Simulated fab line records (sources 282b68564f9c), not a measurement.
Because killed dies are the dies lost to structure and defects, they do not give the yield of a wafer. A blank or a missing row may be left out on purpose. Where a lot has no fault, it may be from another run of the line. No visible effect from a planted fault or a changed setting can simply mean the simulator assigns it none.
A lot that was struck, set against a sound lot -- flow rit_cmos -- 14 out of 202 route steps
Sound: these wafers, L713.1, L713.3, L713.4. Wafers struck: L718.1, L718.4, L718.6. The cause is given at the end.
Per side, at each step with rows, come the tool, then ch with its chambers, and then its first start. Under that, the readings that differ: sound wafers -- struck wafers -- difference of the means -- sigmas: that difference in standard deviations of wafers without a fault.
alike: readings whose means differ by less than 2 such deviations, and words and numbers that are the same on both sides. not compared: withheld readings, readings that some wafer has no value for, bounds like >300 that may hide the same value, and numbers for which the record gives no deviation and whose values overlap.
A row with sigmas, a row that says differs or no value, or rows on one side alone: a step with any of these is where the two part. Non-overlapping numbers with no deviation appear without sigmas and do not part them. A reading that every wafer of one side lacks parts them only if that side has two wafers or more.

first, 2 steps without rows for these wafers: RIT_NLDD_PEB_04; RIT_NLDD_DEVELOP_05 (develop time 50 s).
RIT_NLDD_OVL_MEAS_06:
  sound on overlay-02 at day 4 10:05; struck on overlay-01 at day 5 11:08
  alike: NLDD_OVL
then, 2 steps without rows for these wafers: RIT_NLDD_HARDBAKE_07 (time 60 s); RIT_NLDD_IMPLANT_08.
RIT_NLDD_STRIP_09: strips in O2, time 180 s.
  sound on plasma_asher-03 ch 0,1, day 4 10:25; struck on plasma_asher-04 ch 0,1, day 5 11:28
  alike: drypump_motor_current_A
  not compared: rf_hours_counter_h
RIT_NLDD_TW_MEAS_10:
  sound on film_metro-04 at day 4 10:35; struck on film_metro-02 at day 5 11:39
  alike: NLDD_TW
then, 5 steps without rows for these wafers: RIT_PLDD_HMDS_00 (prime time 60 s); RIT_PLDD_COAT_01 (resist thk 1000 nm); RIT_PLDD_SOFTBAKE_02 (time 60 s); RIT_PLDD_EXPOSE_03 (exposes mask M8, target cd 40900 nm); RIT_PLDD_PEB_04.
RIT_PLDD_DEVELOP_05: develop time 50 s.
  sound on litho_track-03 ch 0, day 4 11:00; struck on litho_track-01, day 5 12:00
  no value came back on the struck wafers for chill_plate_temp_C (C), develop_time_s (s); on the sound wafers chill_plate_temp_C (C) reads 23.02 23.04 23.10
RIT_PLDD_OVL_MEAS_06:
  sound on overlay-02 at day 4 11:40; struck on overlay-02 at day 5 12:41
reading,sound,struck,difference,sigmas
PLDD_OVL (nm),1.2 2.3 1.6,- - -,no value on the struck wafers,

WHERE THEY PART
Last at RIT_PLDD_OVL_MEAS_06 as far as this record goes, first at RIT_PLDD_DEVELOP_05.

WHY: what the simulator had put in
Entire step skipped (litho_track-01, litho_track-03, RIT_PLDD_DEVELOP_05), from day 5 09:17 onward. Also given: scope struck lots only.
